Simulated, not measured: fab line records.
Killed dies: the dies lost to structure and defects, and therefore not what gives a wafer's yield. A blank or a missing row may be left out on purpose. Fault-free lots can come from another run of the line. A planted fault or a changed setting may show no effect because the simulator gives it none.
2 desks, one fault ; flow berkeley-cmos170 ; only its own numbers are on each desk; what lay behind them is given at the end

== THE METROLOGY DESK ==
Lot by lot, what the gauges showed, no matter which tool ran the lot: averages of those sampled wafers that carry a number. Any lot whose mean is over 4 standard deviations away from the usual mean is out of limits and marked OUT; that distance is given in the brackets.
Columns: A = GATE_OXIDE_THK at UCB170_GATE_THK_MEAS_02, usual 6.61 nm; B = cd-nm at UCB170_GATE_CD_MEAS_90, usual 350.4 nm
lot;first seen here;A;B
L696;day 5 16:04;6.64;352.0
L695;day 5 16:07;6.73;350.6
L698;day 6 04:55;6.46;350.9
L697;day 6 04:56;6.63;353.1
L700;day 6 17:44;6.75;350.0
L705;day 8 06:36;5.83 (-6.5) OUT;350.6
L706;day 8 12:20;5.86 (-6.2) OUT;348.0
L715;day 10 03:41;6.62;350.2
L714;day 10 03:46;6.66;351.2
Per this desk, out of limits: L705, L706; the first was L705, day 8 06:36 (GATE_OXIDE_THK at UCB170_GATE_THK_MEAS_02). Within limits: L696, L695, L698, L697, L700, L715, L714.

== TOOL OWNER'S DESK, furnace-04 ==
The tool's own readings at UCB170_GATE_OXIDATION_01 (target thk 6.6 nm, ox time 1800 s): means of the sampled wafers that have a number, for each lot that ran on this tool. Any lot whose mean is over 4 standard deviations away from the usual mean is out of limits and marked OUT; that distance is given in the brackets.
Columns: A = spike-tc-centre-C at UCB170_GATE_OXIDATION_01, usual 851.9 C; B = spike-tc-source-C at UCB170_GATE_OXIDATION_01, usual 869.8 C; C = tube-center-temp-C at UCB170_GATE_OXIDATION_01, usual 850 C; D = tube_center_temp_C_max at UCB170_GATE_OXIDATION_01, usual 852.2; E = zone-power-centre-pct at UCB170_GATE_OXIDATION_01, usual 42.5 %
lot;first seen here;A;B;C;D;E
L695;day 5 14:34;851.7;869.7;850;852.3;43.1
L696;day 5 14:34;851.9;868.6;850;852.6;42.8
L705;day 8 05:05;843.5 (-8.8) OUT;859.8 (-4.8) OUT;841 (-99 or more) OUT;843.2 (-26) OUT;42.4
L706;day 8 10:50;842.8 (-9.5) OUT;859.4 (-5.0) OUT;841 (-99 or more) OUT;843.6 (-25) OUT;42.6
Finding of this desk: L705, L706 out of limits; the first was L705 at day 8 05:05, on spike-tc-centre-C at UCB170_GATE_OXIDATION_01. Within limits: L695, L696.

== ALL TOGETHER ==
An alarm could have come from the tool owner's desk at day 8 05:05, on L705, L706.
Metrology desk: alarm possible at day 8 06:36 on L705, L706.
All the named lots went through UCB170_GATE_OXIDATION_01 on furnace-04.

== WHAT THE SIMULATOR PUT IN ==
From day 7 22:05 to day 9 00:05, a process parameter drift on furnace-04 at UCB170_GATE_OXIDATION_01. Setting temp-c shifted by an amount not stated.
Lots struck among those shown: L705, L706.
Time in hours from fault onset to the first out-of-limits reading at each desk: tool owner's desk 7, metrology desk 9.
